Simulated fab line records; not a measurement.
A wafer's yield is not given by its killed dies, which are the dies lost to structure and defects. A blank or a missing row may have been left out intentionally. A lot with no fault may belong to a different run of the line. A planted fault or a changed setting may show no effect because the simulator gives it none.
fab line records + flow ritCmos
record:
- lots: 14
- wafers: 42
- lastDay: 7
route steps=202 shown NWELL@29 M1@202
lots that met no fault: from a run of the same line without faults
startH: hours from the record's opening day to when the first of the lot's shown wafers began + waitH: time in hours since the lot's previous step + " same as the row above + L1.1+2: a single row standing in for several wafers + - value missing, or start not given + * or withheld: withheld + < > ~ a bound
route shown NAME@n: NAME is a module with steps in the file, n the number in the route of the first one + usual: the fault-free wafers' mean and standard deviation + same: alike in all rows + chamber/n: place in a boat + sites: per-site readings + _std_site: their standard deviation + _edge_site: the outer-site mean with the inner-site mean subtracted + radiusMm: how far each site lies from the wafer's centre + mask NAME#n: copy n + behind: tool/chamber where the wafer was last shaped + hold: reason for holding the lot/hours on hold/outcome of the hold + device: names the non-switching transistor (n, p or np) + end of line: the tests these same wafers got at the end of their route + step lacking rows: just its recipe + killed: count of dies lost to structure and defects at first sort (not the wafer's yield) + map: per-die view of a wafer (x killed, . not killed, _ where there is no die)
set.NAME: the setting that was run; set.NAME@STEP: the one run at that earlier step + model.NAME: the simulator's own value behind a step, which no gauge read
the route's steps for a sample of lots (tables are steps, rows are wafers)
== steps ==
step: RIT_NWELL_COAT_01
recipe:
- resist: NOVOLAK
- spinRpm: 2000
- resistThkNm: 1300
usual:
- spinSpeedRpm: 1999.9/1.3
| lot.wafer | tool          | chamber | startH | waitH | spinSpeedRpm |
|-----------|---------------|---------|--------|-------|--------------|
| L135.1    | lithoTrack-04 | 0       | 19.85  | 0.1   | 2000.8       |
| L135.2    | "             | 0       | "      | "     | 2000.1       |
| L135.4    | "             | 0       | "      | "     | 2000.9       |
| L137.3    | lithoTrack-01 | 0       | 29.45  | 0.1   | 1997.6       |
| L137.5    | "             | 0       | "      | "     | 1999.3       |
| L137.6    | "             | 0       | "      | "     | 1999.9       |
| L138.2    | lithoTrack-01 | 0       | 34.66  | 0.1   | 1999.8       |
| L138.4    | "             | 0       | "      | "     | 1999.3       |
| L138.6    | "             | 0       | "      | "     | 2000.0       |
| L139.1    | lithoTrack-03 | 0       | 40.67  | 0.1   | 2000.4       |
| L139.2    | "             | 0       | "      | "     | 2003.7       |
| L139.4    | "             | 0       | "      | "     | 2001.5       |
| L142.2    | lithoTrack-03 | 0       | 55.97  | 0.1   | 1999.2       |
| L142.3    | "             | 0       | "      | "     | 1999.7       |
| L142.6    | "             | 0       | "      | "     | 1999.5       |
| L143.4    | lithoTrack-03 | 0       | 59.66  | 0.1   | 1999.3       |
| L143.5    | "             | 0       | "      | "     | 1999.5       |
| L143.6    | "             | 0       | "      | "     | 1999.9       |
| L144.1    | lithoTrack-04 | 0       | 66.92  | 0.1   | 1997.6       |
| L144.3    | "             | 0       | "      | "     | 1999.5       |
| L144.5    | "             | 0       | "      | "     | 2000.9       |
| L145.1    | lithoTrack-03 | 0       | 72.02  | 0.1   | 2001.1       |
| L145.2    | "             | 0       | "      | "     | 2000.6       |
| L145.6    | "             | 0       | "      | "     | 2000.2       |
| L146.1    | lithoTrack-01 | 0       | 76.61  | 0.1   | 1999.4       |
| L146.4    | "             | 0       | "      | "     | 2000.7       |
| L146.5    | "             | 0       | "      | "     | 1999.9       |
| L147.1    | lithoTrack-01 | 0       | 84.60  | 0.1   | 1999.7       |
| L147.3    | "             | 0       | "      | "     | 1998.0       |
| L147.4    | "             | 0       | "      | "     | 1999.6       |
| L148.1    | lithoTrack-01 | 0       | 87.23  | 0.1   | 1888.8       |
| L148.3    | "             | 0       | "      | "     | 1889.2       |
| L148.4    | "             | 0       | "      | "     | 1889.0       |
| L151.2    | lithoTrack-01 | 0       | 100.46 | 0.1   | 1888.4       |
| L151.3    | "             | 0       | "      | "     | 1886.6       |
| L151.4    | "             | 0       | "      | "     | 1886.4       |
| L155.1    | lithoTrack-04 | 0       | 120.15 | 0.1   | 1999.4       |
| L155.2    | "             | 0       | "      | "     | 1999.5       |
| L155.5    | "             | 0       | "      | "     | 2000.2       |
| L158.1    | lithoTrack-04 | 0       | 134.56 | 0.1   | 1999.4       |
| L158.3    | "             | 0       | "      | "     | 1998.4       |
| L158.5    | "             | 0       | "      | "     | 1999.0       |
step: RIT_M1_PROBE_99
usual:
- killed_at_M0_to_M3: 0.0/0.18
- killedAtContacts: 0.1/0.38
- killedAtFrontEnd: 6.9/2.9
- killedDies: 7.1/3
- killedOnRim: 2.0/1.4
- killedOpen: 3.5/2.1
- killedShort: 3.5/2
same:
- grossDies: 264
- killed_at_M4_up: 0
- killedAtBackSide: 0
- killedAtOther: 0
| lot.wafer | tool      | chamber | startH | waitH | killed_at_M0_to_M3 | killedAtContacts | killedAtFrontEnd | killedDies | killedOnRim | killedOpen | killedShort |
|-----------|-----------|---------|--------|-------|--------------------|------------------|------------------|------------|-------------|------------|-------------|
| L138.2    | prober-01 | -       | 72.86  | 0.1   | 0                  | 0                | 5                | 5          | 1           | 3          | 2           |
| L138.4    | prober-01 | -       | 72.96  | 0.2   | 0                  | 0                | 8                | 8          | 1           | 2          | 6           |
| L138.6    | prober-01 | -       | 73.06  | 0.2   | 1                  | 1                | 8                | 10         | 3           | 2          | 8           |
| L139.1    | prober-02 | -       | 78.30  | 0.1   | 0                  | 0                | 6                | 6          | 0           | 3          | 3           |
| L139.2    | prober-02 | -       | 78.35  | 0.1   | 0                  | 0                | 6                | 6          | 1           | 3          | 3           |
| L139.4    | prober-02 | -       | 78.45  | 0.2   | 0                  | 0                | 3                | 3          | 1           | 0          | 3           |
| L143.4    | prober-01 | -       | 98.90  | 0.2   | 0                  | 0                | 7                | 7          | 3           | 3          | 4           |
| L143.5    | prober-01 | -       | 98.95  | 0.2   | 0                  | 0                | 8                | 8          | 1           | 4          | 4           |
| L143.6    | prober-01 | -       | 99.00  | 0.2   | 0                  | 0                | 9                | 9          | 2           | 4          | 5           |
| L145.1    | prober-01 | -       | 109.20 | 0.1   | 0                  | 0                | 10               | 10         | 1           | 5          | 5           |
| L145.2    | prober-01 | -       | 109.25 | 0.1   | 0                  | 1                | 6                | 7          | 2           | 5          | 2           |
| L145.6    | prober-01 | -       | 109.45 | 0.2   | 0                  | 0                | 4                | 4          | 2           | 4          | 0           |
killed by level:class
L138.2 SPACER:geometricParticle:short=2 SPACER:geometricParticle:open=2 GATE:geometricParticle:open=1
L138.4 FOX1:geometricParticle:short=3 FOX2:geometricParticle:open=1 FOX2:geometricParticle:short=1 GATE:geometricParticle:short=1 SILICIDE:geometricParticle:short=1 SILICIDE:geometricParticle:open=1
L138.6 FOX1:geometricParticle:short=2 FOX1:geometricParticle:open=2 FOX2:geometricParticle:short=2 REOX:geometricParticle:short=1 SPACER:geometricParticle:short=1 CONTACT:geometricParticle:short=1 M1:geometricParticle:short=1
L139.1 REOX:geometricParticle:open=2 SILICIDE:geometricParticle:short=2 FOX1:geometricParticle:short=1 FOX1:geometricParticle:open=1
L139.2 GATE:geometricParticle:open=2 SILICIDE:geometricParticle:short=2 FOX1:geometricParticle:open=1 FOX1:geometricParticle:short=1
L139.4 FOX1:geometricParticle:short=1 GATE:geometricParticle:short=1 REOX:geometricParticle:short=1
L143.4 FOX1:geometricParticle:short=1 FOX1:geometricParticle:open=1 FOX2:geometricParticle:short=1 GATE:geometricParticle:open=1 SPACER:geometricParticle:short=1 SILICIDE:geometricParticle:open=1 SILICIDE:geometricParticle:short=1
L143.5 GATE:geometricParticle:open=3 GATE:geometricParticle:short=2 FOX1:geometricParticle:open=1 FOX1:geometricParticle:short=1 REOX:geometricParticle:short=1
L143.6 FOX2:geometricParticle:short=2 GATE:geometricParticle:short=2 FOX1:geometricParticle:open=1 FOX1:geometricParticle:short=1 GATE:geometricParticle:open=1 SPACER:geometricParticle:open=1 SILICIDE:geometricParticle:open=1
L145.1 FOX1:geometricParticle:open=2 SPACER:geometricParticle:open=2 FOX1:geometricParticle:short=1 GATE:geometricParticle:short=1 REOX:geometricParticle:short=1 SPACER:geometricParticle:short=1 SILICIDE:geometricParticle:short=1 SILICIDE:geometricParticle:open=1
L145.2 REOX:geometricParticle:open=3 GATE:geometricParticle:open=2 REOX:geometricParticle:short=1 CONTACT:geometricParticle:short=1
L145.6 GATE:geometricParticle:open=2 REOX:geometricParticle:open=1 SILICIDE:geometricParticle:open=1
== key ==
firstSign:
- step: RIT_NWELL_COAT_01
- reading: spinSpeedRpm
- direction: down
- sigmas: 86
- usual: 1999.9
- struck: 1888.1
effect none on later readings
metAt RIT_NWELL_COAT_01
struckLots L148,L151
testerLeftOut L148,L151
onsetBetween 84.60 87.23
fault:
- kind: processParameterDrift
- tool: lithoTrack-01
- chamber: -
- onsetH: 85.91
- steps: RIT_NWELL_COAT_01
- channel: spinRpm
- offset: -113.01
- shape: step
- endH: 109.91
- actsIn: theseRecipesOnly
- stated: 2000
testerLeftOut: of these lots the tester's yield and bins aren't shown, on N5 and GAA mostly nor the transistor test; their killed dies are dies lost to structure and defects alone, not to doping, threshold or leakage, so they don't give the yield
